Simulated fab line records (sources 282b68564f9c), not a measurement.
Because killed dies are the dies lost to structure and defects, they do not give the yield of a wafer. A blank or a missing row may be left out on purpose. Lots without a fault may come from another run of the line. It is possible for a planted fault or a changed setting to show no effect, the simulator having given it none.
fab line records + flow ritCmos
record:
- lots: 6
- wafers: 18
- lastDay: 7
route steps=202 shown PLDD@159 NLDD@160 SILICIDE@161 CONTACT@168 M1@202
lots with no fault: from the same line, run without faults
startH: the number of hours between the record's first day and the start of the first shown wafer of the lot + waitH: time in hours since the lot's previous step + " identical to the entry in the row above + L1.1+2: a single row standing in for several wafers + - value missing, or start not given + * or withheld: withheld + < > ~ a bound
route shown NAME@n: NAME is a module with steps in the file, n the number in the route of the first one + usual: mean/standard deviation of fault-free wafers + same: alike in all rows + chamber/n: place in a boat + sites: the reading at each site + _std_site: standard deviation across them + _edge_site: inner sites' mean taken away from outer sites' mean + radiusMm: for every site, how far away it sits from the centre of the wafer + mask NAME#n: copy n + behind: tool/chamber where the wafer was last shaped + hold: what put the lot on hold/how long, in hours/how the hold closed + device: whichever transistor did not switch (one of n, p or np) + end of line: the same wafers' tests at the end of the route + step lacking rows: just its recipe + killed: at the first sort, the dies lost to defects and structure; wafer yield is something else + map: the dies of a wafer, with x for killed, . for not killed, _ for no die there
set.NAME: setting as actually run; set.NAME@STEP: the setting as run at that earlier step + model.NAME: the simulator's own value behind a step, which no gauge read
lots at some steps of the route; a table a step, a row a wafer
services: the hour from which a tool's chamber was out of use, counted from the record's first day as startH (under 0 if before that day), plus the number of hours and why
== steps ==
step: RIT_SDANNEAL_RS_MEAS_06
recipe:
- thkMeasGauge: four-point-probe
usual:
- PLDD_RS: 178.6/0.5
| lot.wafer | tool         | chamber | startH | waitH | PLDD_RS[ohm/sq] |
|-----------|--------------|---------|--------|-------|-----------------|
| L261.2    | filmMetro-01 | -       | 72.35  | 0.1   | 178.8           |
| L261.3    | "            | -       | "      | "     | 178.7           |
| L261.4    | "            | -       | "      | "     | 178.8           |
| L262.2    | filmMetro-03 | -       | 78.98  | 0.1   | 178.0           |
| L262.3    | "            | -       | "      | "     | 178.4           |
| L262.6    | "            | -       | "      | "     | 178.4           |
| L267.1    | filmMetro-04 | -       | 107.75 | 0.1   | 178.6           |
| L267.5    | "            | -       | "      | "     | 178.5           |
| L267.6    | "            | -       | "      | "     | 178.4           |
| L268.1    | filmMetro-04 | -       | 112.79 | 0.1   | 178.8           |
| L268.3    | "            | -       | "      | "     | 178.8           |
| L268.4    | "            | -       | "      | "     | 178.7           |
| L279.2    | filmMetro-04 | -       | 162.69 | 0.1   | 178.4           |
| L279.5    | "            | -       | "      | "     | 179.4           |
| L279.6    | "            | -       | "      | "     | 178.5           |
| L280.1    | filmMetro-01 | -       | 167.95 | 0.1   | 178.0           |
| L280.2    | "            | -       | "      | "     | 178.1           |
| L280.3    | "            | -       | "      | "     | 178.4           |
step: RIT_SDANNEAL_RS_MEAS_07
recipe:
- thkMeasGauge: four-point-probe
usual:
- NLDD_RS: 150.4/0.47
| lot.wafer | tool         | chamber | startH | waitH | NLDD_RS[ohm/sq] |
|-----------|--------------|---------|--------|-------|-----------------|
| L261.2    | filmMetro-01 | -       | 72.47  | 0.1   | 151.3           |
| L261.3    | "            | -       | "      | "     | 150.1           |
| L261.4    | "            | -       | "      | "     | 151.1           |
| L262.2    | filmMetro-03 | -       | 79.10  | 0.1   | 150.0           |
| L262.3    | "            | -       | "      | "     | 150.1           |
| L262.6    | "            | -       | "      | "     | 149.7           |
| L267.1    | filmMetro-04 | -       | 107.87 | 0.1   | 149.8           |
| L267.5    | "            | -       | "      | "     | 150.2           |
| L267.6    | "            | -       | "      | "     | 150.7           |
| L268.1    | filmMetro-04 | -       | 112.91 | 0.1   | 151.0           |
| L268.3    | "            | -       | "      | "     | 151.0           |
| L268.4    | "            | -       | "      | "     | 150.6           |
| L279.2    | filmMetro-04 | -       | 162.81 | 0.1   | 151.0           |
| L279.5    | "            | -       | "      | "     | 150.3           |
| L279.6    | "            | -       | "      | "     | 150.3           |
| L280.1    | filmMetro-01 | -       | 168.07 | 0.1   | 150.6           |
| L280.2    | "            | -       | "      | "     | 151.1           |
| L280.3    | "            | -       | "      | "     | 150.9           |
step: RIT_SILICIDE_WET_ETCH_00
recipe:
- chemistry: BOE
- target: SiO2
- targetDepthNm: 14
- timeS: 15
- dry: n2Spin
- dilution: 10:1
- tempC: 21.5
step: RIT_SILICIDE_SPUTTER_01
recipe:
- material: Ti
- targetThkNm: 30
- powerW: 362.4
- chamberPressurePa: 0.667
- gas: Ar
- timeS: 240
- substrateTempC: 25
usual:
- throttleValvePct: 30.5/0.82
| lot.wafer | tool          | chamber | startH | waitH | throttleValvePct |
|-----------|---------------|---------|--------|-------|------------------|
| L261.2    | pvdSputter-02 | -       | 72.58  | 0.0   | 31.3             |
| L261.3    | "             | -       | "      | "     | 30.3             |
| L261.4    | "             | -       | "      | "     | 29.4             |
| L262.2    | pvdSputter-01 | -       | 79.21  | 0.0   | 31.3             |
| L262.3    | "             | -       | "      | "     | 29.9             |
| L262.6    | "             | -       | "      | "     | 30.2             |
| L267.1    | pvdSputter-02 | -       | 108.00 | 0.0   | 31.3             |
| L267.5    | "             | -       | "      | "     | 30.1             |
| L267.6    | "             | -       | "      | "     | 29.1             |
| L268.1    | pvdSputter-01 | -       | 113.04 | 0.0   | 30.6             |
| L268.3    | "             | -       | "      | "     | 30.2             |
| L268.4    | "             | -       | "      | "     | 31.5             |
| L279.2    | pvdSputter-02 | -       | 162.92 | 0.0   | 29.7             |
| L279.5    | "             | -       | "      | "     | 31.6             |
| L279.6    | "             | -       | "      | "     | 29.6             |
| L280.1    | pvdSputter-01 | -       | 168.21 | 0.0   | 31.1             |
| L280.2    | "             | -       | "      | "     | 30.3             |
| L280.3    | "             | -       | "      | "     | 30.0             |
step: RIT_SILICIDE_RS_MEAS_02
recipe:
- thkMeasGauge: four-point-probe
- reads: Ti_of_SILICIDE_SPUTTER_01
usual:
- SILICIDE_TI_RS: 46.0/0.61
| lot.wafer | tool         | chamber | startH | waitH | SILICIDE_TI_RS[ohm/sq] |
|-----------|--------------|---------|--------|-------|------------------------|
| L261.2    | filmMetro-02 | -       | 72.75  | 0.1   | 46.3                   |
| L261.3    | "            | -       | "      | "     | 46.2                   |
| L261.4    | "            | -       | "      | "     | 46.2                   |
| L262.2    | filmMetro-01 | -       | 79.40  | 0.1   | 45.8                   |
| L262.3    | "            | -       | "      | "     | 45.9                   |
| L262.6    | "            | -       | "      | "     | 45.8                   |
| L267.1    | filmMetro-02 | -       | 108.15 | 0.1   | 46.4                   |
| L267.5    | "            | -       | "      | "     | 46.6                   |
| L267.6    | "            | -       | "      | "     | 46.6                   |
| L268.1    | filmMetro-03 | -       | 113.19 | 0.1   | 45.5                   |
| L268.3    | "            | -       | "      | "     | 45.2                   |
| L268.4    | "            | -       | "      | "     | 45.3                   |
| L279.2    | filmMetro-01 | -       | 163.09 | 0.1   | 46.0                   |
| L279.5    | "            | -       | "      | "     | 46.3                   |
| L279.6    | "            | -       | "      | "     | 46.1                   |
| L280.1    | filmMetro-02 | -       | 168.36 | 0.1   | 45.7                   |
| L280.2    | "            | -       | "      | "     | 47.2                   |
| L280.3    | "            | -       | "      | "     | 45.8                   |
step: RIT_SILICIDE_THK_MEAS_03
recipe:
- thkMeasGauge: xrf
- reads: Ti_of_SILICIDE_SPUTTER_01
usual:
- SILICIDE_TI_THK: 30.8/0.35
| lot.wafer | tool         | chamber | startH | waitH | SILICIDE_TI_THK[nm] |
|-----------|--------------|---------|--------|-------|---------------------|
| L261.2    | filmMetro-02 | -       | 72.86  | 0.1   | 30.6                |
| L261.3    | "            | -       | "      | "     | 30.5                |
| L261.4    | "            | -       | "      | "     | 30.7                |
| L262.2    | filmMetro-01 | -       | 79.51  | 0.1   | 31.1                |
| L262.3    | "            | -       | "      | "     | 31.0                |
| L262.6    | "            | -       | "      | "     | 30.9                |
| L267.1    | filmMetro-02 | -       | 108.27 | 0.1   | 30.5                |
| L267.5    | "            | -       | "      | "     | 30.4                |
| L267.6    | "            | -       | "      | "     | 30.6                |
| L268.1    | filmMetro-03 | -       | 113.31 | 0.1   | 31.2                |
| L268.3    | "            | -       | "      | "     | 31.4                |
| L268.4    | "            | -       | "      | "     | 31.2                |
| L279.2    | filmMetro-01 | -       | 163.20 | 0.1   | 30.9                |
| L279.5    | "            | -       | "      | "     | 30.8                |
| L279.6    | "            | -       | "      | "     | 30.8                |
| L280.1    | filmMetro-02 | -       | 168.48 | 0.1   | 31.0                |
| L280.2    | "            | -       | "      | "     | 30.1                |
| L280.3    | "            | -       | "      | "     | 30.7                |
step: RIT_SILICIDE_RTA_04
recipe:
- tempC: 650
- timeS: 10
- idleTempC: 25
- rampUpS: 5
- rampDownS: 5
- coolToC: 25
- ambient: N2
usual:
- wafer_temp_C_max: 652.6/0.84
| lot.wafer | tool         | chamber | startH | waitH | wafer_temp_C_max |
|-----------|--------------|---------|--------|-------|------------------|
| L261.2    | rtpAnneal-02 | 0       | 72.92  | 0.1   | 653.3            |
| L261.3    | "            | 0       | "      | "     | 653.7            |
| L261.4    | "            | 0       | "      | "     | 653.3            |
| L262.2    | rtpAnneal-01 | 0       | 79.57  | 0.1   | 651.6            |
| L262.3    | "            | 0       | "      | "     | 652.0            |
| L262.6    | "            | 0       | "      | "     | 652.5            |
| L267.1    | rtpAnneal-02 | 0       | 108.33 | 0.1   | 653.5            |
| L267.5    | "            | 0       | "      | "     | 653.0            |
| L267.6    | "            | 0       | "      | "     | 654.4            |
| L268.1    | rtpAnneal-01 | 0       | 113.37 | 0.1   | 651.8            |
| L268.3    | "            | 0       | "      | "     | 651.8            |
| L268.4    | "            | 0       | "      | "     | 652.3            |
| L279.2    | rtpAnneal-02 | 0       | 163.26 | 0.1   | 652.6            |
| L279.5    | "            | 0       | "      | "     | 652.6            |
| L279.6    | "            | 0       | "      | "     | 651.6            |
| L280.1    | rtpAnneal-01 | 0       | 168.54 | 0.1   | 653.3            |
| L280.2    | "            | 0       | "      | "     | 652.3            |
| L280.3    | "            | 0       | "      | "     | 653.0            |
step: RIT_SILICIDE_WET_ETCH_05
recipe:
- chemistry: SPM
- target: Ti
- tempC: 90
- timeS: 120
- dry: n2Spin
step: RIT_SILICIDE_RTA_06
recipe:
- tempC: 750
- timeS: 10
- idleTempC: 25
- rampUpS: 5
- rampDownS: 10
- coolToC: 25
- ambient: N2
usual:
- wafer_temp_C_max: 753.1/0.94
| lot.wafer | tool         | chamber | startH | waitH | wafer_temp_C_max |
|-----------|--------------|---------|--------|-------|------------------|
| L261.2    | rtpAnneal-01 | 0       | 73.03  | 0.0   | 753.3            |
| L261.3    | "            | 0       | "      | "     | 752.3            |
| L261.4    | "            | 0       | "      | "     | 752.5            |
| L262.2    | rtpAnneal-02 | 0       | 79.68  | 0.0   | 754.1            |
| L262.3    | "            | 0       | "      | "     | 754.7            |
| L262.6    | "            | 0       | "      | "     | 754.5            |
| L267.1    | rtpAnneal-01 | 0       | 108.44 | 0.0   | 752.7            |
| L267.5    | "            | 0       | "      | "     | 753.1            |
| L267.6    | "            | 0       | "      | "     | 752.7            |
| L268.1    | rtpAnneal-02 | 0       | 113.48 | 0.0   | 753.2            |
| L268.3    | "            | 0       | "      | "     | 752.6            |
| L268.4    | "            | 0       | "      | "     | 754.2            |
| L279.2    | rtpAnneal-01 | 0       | 163.37 | 0.0   | 753.0            |
| L279.5    | "            | 0       | "      | "     | 752.1            |
| L279.6    | "            | 0       | "      | "     | 753.1            |
| L280.1    | rtpAnneal-02 | 0       | 168.64 | 0.0   | 753.8            |
| L280.2    | "            | 0       | "      | "     | 753.4            |
| L280.3    | "            | 0       | "      | "     | 754.4            |
step: RIT_CONTACT_CVD_00
recipe:
- material: SiO2
- targetThkNm: 400
- precursor: TEOS
- tempC: 390
- timeS: 61
- rfW: 400
usual:
- heaterPowerW: 325/47
| lot.wafer | tool     | chamber | startH | waitH | heaterPowerW |
|-----------|----------|---------|--------|-------|--------------|
| L261.2    | pecvd-01 | 2       | 73.09  | 0.0   | 289          |
| L261.3    | "        | 0       | "      | "     | 283          |
| L261.4    | "        | 0       | "      | "     | 293          |
| L262.2    | pecvd-03 | 1       | 79.74  | 0.0   | 312          |
| L262.3    | "        | 0       | "      | "     | 338          |
| L262.6    | "        | 0       | "      | "     | 332          |
| L267.1    | pecvd-01 | 1       | 108.50 | 0.1   | 449          |
| L267.5    | "        | 1       | "      | "     | 341          |
| L267.6    | "        | 2       | "      | "     | 322          |
| L268.1    | pecvd-03 | 1       | 113.55 | 0.1   | 368          |
| L268.3    | "        | 0       | "      | "     | 277          |
| L268.4    | "        | 1       | "      | "     | 384          |
| L279.2    | pecvd-01 | 0       | 163.43 | 0.0   | 353          |
| L279.5    | "        | 1       | "      | "     | 412          |
| L279.6    | "        | 2       | "      | "     | 274          |
| L280.1    | pecvd-03 | 2       | 168.71 | 0.1   | 379          |
| L280.2    | "        | 0       | "      | "     | 321          |
| L280.3    | "        | 1       | "      | "     | 329          |
step: RIT_CONTACT_THK_MEAS_01
recipe:
- reads: SiO2_of_CONTACT_CVD_00
usual:
- CONTACT_TEOS_THK: 399/5
| lot.wafer | tool         | chamber | startH | waitH | CONTACT_TEOS_THK[nm] |
|-----------|--------------|---------|--------|-------|----------------------|
| L261.2    | filmMetro-03 | -       | 73.15  | 0.0   | 387                  |
| L261.3    | "            | -       | "      | "     | 386                  |
| L261.4    | "            | -       | "      | "     | 389                  |
| L262.2    | filmMetro-04 | -       | 79.80  | 0.0   | 396                  |
| L262.3    | "            | -       | "      | "     | 393                  |
| L262.6    | "            | -       | "      | "     | 403                  |
| L267.1    | filmMetro-04 | -       | 108.56 | 0.0   | 396                  |
| L267.5    | "            | -       | "      | "     | 399                  |
| L267.6    | "            | -       | "      | "     | 402                  |
| L268.1    | filmMetro-04 | -       | 113.60 | 0.0   | 401                  |
| L268.3    | "            | -       | "      | "     | 396                  |
| L268.4    | "            | -       | "      | "     | 410                  |
| L279.2    | filmMetro-02 | -       | 163.49 | 0.0   | 400                  |
| L279.5    | "            | -       | "      | "     | 401                  |
| L279.6    | "            | -       | "      | "     | 405                  |
| L280.1    | filmMetro-02 | -       | 168.76 | 0.0   | 398                  |
| L280.2    | "            | -       | "      | "     | 397                  |
| L280.3    | "            | -       | "      | "     | 394                  |
step: RIT_CONTACT_HMDS_02
recipe:
- primeTimeS: 60
- primeTempC: 140
step: RIT_CONTACT_COAT_03
recipe:
- resist: NOVOLAK
- spinRpm: 3250
- resistThkNm: 1000
usual:
- spinSpeedRpm: 3250.3/2.3
| lot.wafer | tool          | chamber | startH | waitH | spinSpeedRpm | model.NOVOLAK_of_CONTACT_COAT_03.thkNm |
|-----------|---------------|---------|--------|-------|--------------|----------------------------------------|
| L261.2    | lithoTrack-01 | 0       | 73.37  | 0.1   | 3250.5       | 995.2                                  |
| L261.3    | "             | 0       | "      | "     | 3248.2       | 995.4                                  |
| L261.4    | "             | 0       | "      | "     | 3247.2       | 997.5                                  |
| L262.2    | lithoTrack-02 | 0       | 80.03  | 0.1   | 3250.9       | 997.9                                  |
| L262.3    | "             | 0       | "      | "     | 3254.6       | 999.9                                  |
| L262.6    | "             | 0       | "      | "     | 3251.7       | 999                                    |
| L267.1    | lithoTrack-02 | 0       | 108.77 | 0.1   | 3716.3       | 928.5                                  |
| L267.5    | "             | 0       | "      | "     | 3717.5       | 932.6                                  |
| L267.6    | "             | 0       | "      | "     | 3719.5       | 931.2                                  |
| L268.1    | lithoTrack-02 | 0       | 113.81 | 0.1   | 3717.3       | 938.3                                  |
| L268.3    | "             | 0       | "      | "     | 3714.6       | 932.5                                  |
| L268.4    | "             | 0       | "      | "     | 3716.8       | 934.1                                  |
| L279.2    | lithoTrack-04 | 0       | 163.71 | 0.1   | 3251.4       | 1000                                   |
| L279.5    | "             | 0       | "      | "     | 3251.2       | 999.5                                  |
| L279.6    | "             | 0       | "      | "     | 3249.1       | 1001                                   |
| L280.1    | lithoTrack-01 | 0       | 168.97 | 0.1   | 3245.3       | 997.9                                  |
| L280.2    | "             | 0       | "      | "     | 3246.4       | 998.9                                  |
| L280.3    | "             | 0       | "      | "     | 3251.4       | 996.8                                  |
step: RIT_CONTACT_SOFTBAKE_04
recipe:
- resist: NOVOLAK
- tempC: 90
- timeS: 60
step: RIT_CONTACT_EXPOSE_05
recipe:
- maskId: M11
- na: 0.6
- sourceShape: conventional
- sigmaOuter: 0.5
- targetCdNm: 1000
- doseMj: 250
step: RIT_CONTACT_PEB_06
recipe:
- resist: NOVOLAK
- tempC: withheld
- timeS: withheld
step: RIT_CONTACT_DEVELOP_07
recipe:
- resist: NOVOLAK
- developTimeS: 120
- devTempC: 23
step: RIT_CONTACT_CD_MEAS_08
recipe:
- targetCdNm: 1000
usual:
- cdNm: 999.5/2.4
| lot.wafer | tool     | chamber | startH | waitH | hold                    | cdNm   |
|-----------|----------|---------|--------|-------|-------------------------|--------|
| L261.2    | cdSem-02 | -       | 74.19  | -     | -                       | 998.8  |
| L261.3    | "        | -       | "      | "     | -                       | 1001.4 |
| L261.4    | "        | -       | "      | "     | -                       | 1000.3 |
| L262.2    | cdSem-02 | -       | 80.96  | -     | -                       | 1003.9 |
| L262.3    | "        | -       | "      | "     | -                       | 1001.4 |
| L262.6    | "        | -       | "      | "     | -                       | 1003.1 |
| L267.1    | cdSem-02 | -       | 109.58 | -     | awaitDispo/0.2h/release | 1007.1 |
| L267.5    | "        | -       | "      | "     | awaitDispo/0.2h/release | 1006.3 |
| L267.6    | "        | -       | "      | "     | awaitDispo/0.2h/release | 1005.6 |
| L267.1    | cdSem-02 | -       | 109.87 | 0.3   | -                       | 1007.2 |
| L267.5    | "        | -       | "      | "     | -                       | 1006.1 |
| L267.6    | "        | -       | "      | "     | -                       | 1005.6 |
| L268.1    | cdSem-02 | -       | 114.63 | -     | -                       | 1004.3 |
| L268.3    | "        | -       | "      | "     | -                       | 1002.7 |
| L268.4    | "        | -       | "      | "     | -                       | 1003.5 |
| L279.2    | cdSem-02 | -       | 164.53 | -     | -                       | 998.6  |
| L279.5    | "        | -       | "      | "     | -                       | 999.6  |
| L279.6    | "        | -       | "      | "     | -                       | 997.3  |
| L280.1    | cdSem-01 | -       | 169.91 | -     | -                       | 998.1  |
| L280.2    | "        | -       | "      | "     | -                       | 1000.2 |
| L280.3    | "        | -       | "      | "     | -                       | 1000.0 |
step: RIT_CONTACT_OVL_MEAS_09
usual:
- CONTACT_OVL: -0.3/1.2
| lot.wafer | tool       | chamber | startH | waitH | CONTACT_OVL[nm] |
|-----------|------------|---------|--------|-------|-----------------|
| L261.2    | overlay-02 | -       | 74.29  | 0.1   | -1.9            |
| L261.3    | "          | -       | "      | "     | -2.3            |
| L261.4    | "          | -       | "      | "     | -1.8            |
| L262.2    | overlay-02 | -       | 81.07  | 0.1   | 0.2             |
| L262.3    | "          | -       | "      | "     | -1.2            |
| L262.6    | "          | -       | "      | "     | -0.8            |
| L267.1    | overlay-01 | -       | 110.05 | 0.2   | 1.0             |
| L267.5    | "          | -       | "      | "     | 1.8             |
| L267.6    | "          | -       | "      | "     | 2.9             |
| L268.1    | overlay-02 | -       | 114.75 | 0.1   | -1.3            |
| L268.3    | "          | -       | "      | "     | 0.8             |
| L268.4    | "          | -       | "      | "     | -1.7            |
| L279.2    | overlay-01 | -       | 164.63 | 0.1   | -1.9            |
| L279.5    | "          | -       | "      | "     | -1.2            |
| L279.6    | "          | -       | "      | "     | -2.6            |
| L280.1    | overlay-01 | -       | 170.03 | 0.1   | -1.3            |
| L280.2    | "          | -       | "      | "     | -0.7            |
| L280.3    | "          | -       | "      | "     | -1.0            |
step: RIT_CONTACT_HARDBAKE_10
recipe:
- resist: NOVOLAK
- tempC: 140
- timeS: 60
step: RIT_CONTACT_ETCH_11
recipe:
- targetDepthA: 4800
- overEtchFrac: 0.2
- stopOn: TiSi2
- chemistry: CHF3/CF4/Ar
- target: SiO2
- CHF3_flow_sccm: 50
- cf4FlowSccm: 10
- Ar_flow_sccm: 100
- O2_flow_sccm: 5
- pressureMtorr: 100
- rfW: 200
- timeS: 320
usual:
- drypumpMotorCurrentA: 5.8/0.43
- oesProductAu: 0.980/0.018
- throttleValvePct: 8.83/0.16
same:
- overEtchFrac: 0.2
| lot.wafer | tool       | chamber | startH | waitH | drypumpMotorCurrentA | oesProductAu | rfHoursCounterH | throttleValvePct | model.NOVOLAK_of_CONTACT_COAT_03.thkNm | model.CONTACT.cdNm |
|-----------|------------|---------|--------|-------|----------------------|--------------|-----------------|------------------|----------------------------------------|--------------------|
| L261.2    | rieDiel-04 | 2       | 74.47  | 0.1   | 6.4                  | 0.976        | 7               | 8.95             | 764.1                                  | 998.5              |
| L261.3    | "          | 3       | "      | "     | 6.5                  | 0.977        | 5               | 8.93             | 766.7                                  | 1001               |
| L261.4    | "          | 0       | "      | "     | 5.3                  | 0.956        | 112             | 8.77             | 770.4                                  | 999.9              |
| L262.2    | rieDiel-04 | 2       | 81.30  | 0.1   | 6.4                  | 0.976        | 7               | 8.93             | 768.8                                  | 1004               |
| L262.3    | "          | 0       | "      | "     | 5.3                  | 0.945        | 112             | 8.78             | 774.3                                  | 1001               |
| L262.6    | "          | 0       | "      | "     | 5.3                  | 0.959        | -               | 8.78             | 772.7                                  | 1003               |
| L267.1    | rieDiel-02 | 1       | 110.29 | 0.1   | 5.3                  | 1.006        | 15              | 8.77             | 705.3                                  | 1007               |
| L267.5    | "          | 3       | "      | "     | 6.3                  | 0.962        | -               | 8.97             | 709.6                                  | 1006               |
| L267.6    | "          | 0       | "      | "     | 5.9                  | 0.959        | -               | 8.98             | 708.6                                  | 1006               |
| L268.1    | rieDiel-01 | 0       | 114.93 | 0.1   | 5.7                  | 0.983        | 1               | 8.58             | 713.2                                  | 1004               |
| L268.3    | "          | 2       | "      | "     | 5.6                  | 0.986        | 37              | 8.64             | 714.9                                  | 1002               |
| L268.4    | "          | 3       | "      | "     | 5.7                  | 1.003        | 32              | 9.10             | 713.2                                  | 1004               |
| L279.2    | rieDiel-04 | 0       | 165.00 | 0.1   | 5.3                  | 0.955        | 114             | 8.76             | 770.7                                  | 998.1              |
| L279.5    | "          | 0       | "      | "     | 5.3                  | 0.957        | -               | 8.78             | 771.3                                  | 998.9              |
| L279.6    | "          | 3       | "      | "     | 6.5                  | 0.981        | -               | 8.93             | 769.3                                  | 997.6              |
| L280.1    | rieDiel-02 | 1       | 170.22 | 0.1   | 5.3                  | 1.007        | 16              | 8.77             | 766.2                                  | 997.7              |
| L280.2    | "          | 0       | "      | "     | 5.8                  | 0.957        | 137             | 8.98             | 768.4                                  | 1001               |
| L280.3    | "          | 2       | "      | "     | 5.4                  | 1.004        | 146             | 8.66             | 766                                    | 999.9              |
step: RIT_CONTACT_STRIP_12
recipe:
- chemistry: O2
- timeS: 180
- resist: NOVOLAK
- platenTempC: withheld
- powerW: 500
- pressureMtorr: 4000
- o2FlowSccm: 4000
usual:
- drypumpMotorCurrentA: 5.45/0.14
| lot.wafer | tool           | chamber | startH | waitH | drypumpMotorCurrentA | rfHoursCounterH |
|-----------|----------------|---------|--------|-------|----------------------|-----------------|
| L261.2    | plasmaAsher-01 | 0       | 74.67  | 0.1   | 5.42                 | 43              |
| L261.3    | "              | 0       | "      | "     | 5.42                 | -               |
| L261.4    | "              | 1       | "      | "     | 5.43                 | -               |
| L262.2    | plasmaAsher-03 | 1       | 81.50  | 0.1   | 5.31                 | 44              |
| L262.3    | "              | 0       | "      | "     | 5.55                 | -               |
| L262.6    | "              | 0       | "      | "     | 5.52                 | -               |
| L267.1    | plasmaAsher-03 | 0       | 110.48 | 0.1   | 5.53                 | 48              |
| L267.5    | "              | 1       | "      | "     | 5.31                 | -               |
| L267.6    | "              | 0       | "      | "     | 5.53                 | -               |
| L268.1    | plasmaAsher-03 | 0       | 115.13 | 0.1   | 5.56                 | 48              |
| L268.3    | "              | 0       | "      | "     | 5.56                 | -               |
| L268.4    | "              | 1       | "      | "     | 5.32                 | -               |
| L279.2    | plasmaAsher-01 | 1       | 165.20 | 0.1   | 5.43                 | 5               |
| L279.5    | "              | 0       | "      | "     | 5.42                 | -               |
| L279.6    | "              | 1       | "      | "     | 5.45                 | -               |
| L280.1    | plasmaAsher-01 | 0       | 170.41 | 0.1   | 5.40                 | 6               |
| L280.2    | "              | 1       | "      | "     | 5.47                 | 6               |
| L280.3    | "              | 1       | "      | "     | 5.48                 | -               |
step: RIT_M1_PROBE_99
usual:
- killedAtContacts: 0.1/0.34
- killedAtFrontEnd: 6.6/2.7
- killedDies: 6.7/2.7
- killedOpen: 3.5/1.9
- killedShort: 3.1/1.8
same:
- grossDies: 264
- killed_at_M0_to_M3: 0
- killed_at_M4_up: 0
- killedAtBackSide: 0
- killedAtOther: 0
| lot.wafer | tool      | chamber | startH | waitH | killedAtContacts | killedAtFrontEnd | killedDies | killedOpen | killedShort |
|-----------|-----------|---------|--------|-------|------------------|------------------|------------|------------|-------------|
| L262.2    | prober-02 | -       | 86.23  | 0.1   | 0                | 4                | 4          | 3          | 1           |
| L262.3    | prober-02 | -       | 86.28  | 0.2   | 0                | 3                | 3          | 2          | 1           |
| L262.6    | prober-02 | -       | 86.43  | 0.2   | 0                | 8                | 8          | 5          | 3           |
| L267.1    | prober-01 | -       | 116.49 | 0.1   | 0                | 14               | 14         | 7          | 7           |
| L267.5    | prober-01 | -       | 116.69 | 0.2   | 0                | 8                | 8          | 0          | 8           |
| L267.6    | prober-01 | -       | 116.74 | 0.2   | 0                | 5                | 5          | 5          | 0           |
| L268.1    | prober-02 | -       | 119.96 | 0.1   | 0                | 6                | 6          | 3          | 3           |
| L268.3    | prober-02 | -       | 120.06 | 0.2   | 1                | 9                | 10         | 8          | 2           |
| L268.4    | prober-02 | -       | 120.11 | 0.2   | 0                | 8                | 8          | 5          | 3           |
killed by level:class
L262.2 GATE:geometricParticle:open=2 SPACER:geometricParticle:open=1 SILICIDE:geometricParticle:short=1
L262.3 GATE:geometricParticle:open=2 GATE:geometricParticle:short=1
L262.6 FOX1:geometricParticle:open=2 FOX2:geometricParticle:open=1 GATE:geometricParticle:short=1 REOX:geometricParticle:open=1 SPACER:geometricParticle:short=1 SPACER:geometricParticle:open=1 SILICIDE:geometricParticle:short=1
L267.1 GATE:geometricParticle:short=5 GATE:geometricParticle:open=4 FOX2:geometricParticle:short=1 REOX:geometricParticle:open=1 SPACER:geometricParticle:short=1 SPACER:geometricParticle:open=1 SILICIDE:geometricParticle:open=1
L267.5 SILICIDE:geometricParticle:short=4 GATE:geometricParticle:short=2 FOX2:geometricParticle:short=1 SPACER:geometricParticle:short=1
L267.6 GATE:geometricParticle:open=2 REOX:geometricParticle:open=1 SPACER:geometricParticle:open=1 SILICIDE:geometricParticle:open=1
L268.1 REOX:geometricParticle:short=2 GATE:geometricParticle:short=1 GATE:geometricParticle:open=1 REOX:geometricParticle:open=1 SILICIDE:geometricParticle:open=1
L268.3 FOX1:geometricParticle:open=2 FOX1:geometricParticle:short=2 GATE:geometricParticle:open=2 ACTIVE:geometricParticle:open=1 REOX:geometricParticle:open=1 SILICIDE:geometricParticle:open=1 CONTACT:geometricParticle:open=1
L268.4 GATE:geometricParticle:open=2 SPACER:geometricParticle:short=2 SILICIDE:geometricParticle:open=2 GATE:geometricParticle:short=1 SPACER:geometricParticle:open=1
== services ==
| tool           | chamber | startH | hours | kind      |
|----------------|---------|--------|-------|-----------|
| pecvd-01       | -       | 52.11  | 1.0   | repair    |
| pecvd-01       | -       | 59.27  | 0.8   | repair    |
| rieDiel-02     | 2       | 63.37  | 2.7   | repair    |
| rieDiel-01     | 0       | 75.81  | 3.4   | repair    |
| rieDiel-04     | 2       | 85.69  | 40.9  | repair    |
| rieDiel-04     | 1       | 93.01  | 11.3  | repair    |
| pecvd-01       | -       | 97.85  | 5.5   | pm        |
| plasmaAsher-01 | -       | 105.73 | 1.2   | repair    |
| plasmaAsher-01 | -       | 108.75 | 9.0   | pm        |
| plasmaAsher-01 | 0       | 108.75 | 9.0   | ventCycle |
| plasmaAsher-01 | 1       | 108.75 | 9.0   | ventCycle |
| plasmaAsher-01 | 0       | 117.75 | -     | clean     |
| plasmaAsher-01 | 1       | 117.75 | -     | clean     |
| rieDiel-04     | 2       | 138.04 | 3.8   | repair    |
== key ==
firstSign:
- step: RIT_CONTACT_COAT_03
- reading: spinSpeedRpm
- direction: up
- sigmas: 99+
- usual: 3250.3
- struck: 3717.0
effect:
- step: RIT_CONTACT_CD_MEAS_08
- reading: visit
- direction: added
modelEffect:
- step: RIT_CONTACT_COAT_03
- value: NOVOLAK_of_CONTACT_COAT_03.thkNm
- without: 997.6
- struck: 932.9
modelEffect:
- step: RIT_CONTACT_ETCH_11
- value: NOVOLAK_of_CONTACT_COAT_03.thkNm
- without: 767.4
- struck: 710.8
metAt RIT_CONTACT_COAT_03
struckWafers L267.1,L267.5,L267.6,L268.1,L268.3,L268.4
testerLeftOut L267,L268
onsetBetween 80.03 108.77
fault:
- kind: processParameterDrift
- tool: lithoTrack-02
- chamber: -
- onsetH: 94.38
- steps: RIT_CONTACT_COAT_03
- channel: spinRpm
- offset: 466.42
- shape: step
- endH: 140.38
- actsIn: theseRecipesOnly
- stated: 3250
testerLeftOut: of these lots the tester's yield and bins aren't shown, on N5 and GAA mostly nor the transistor test; their killed dies are dies lost to structure and defects alone, not to doping, threshold or leakage, so they don't give the yield
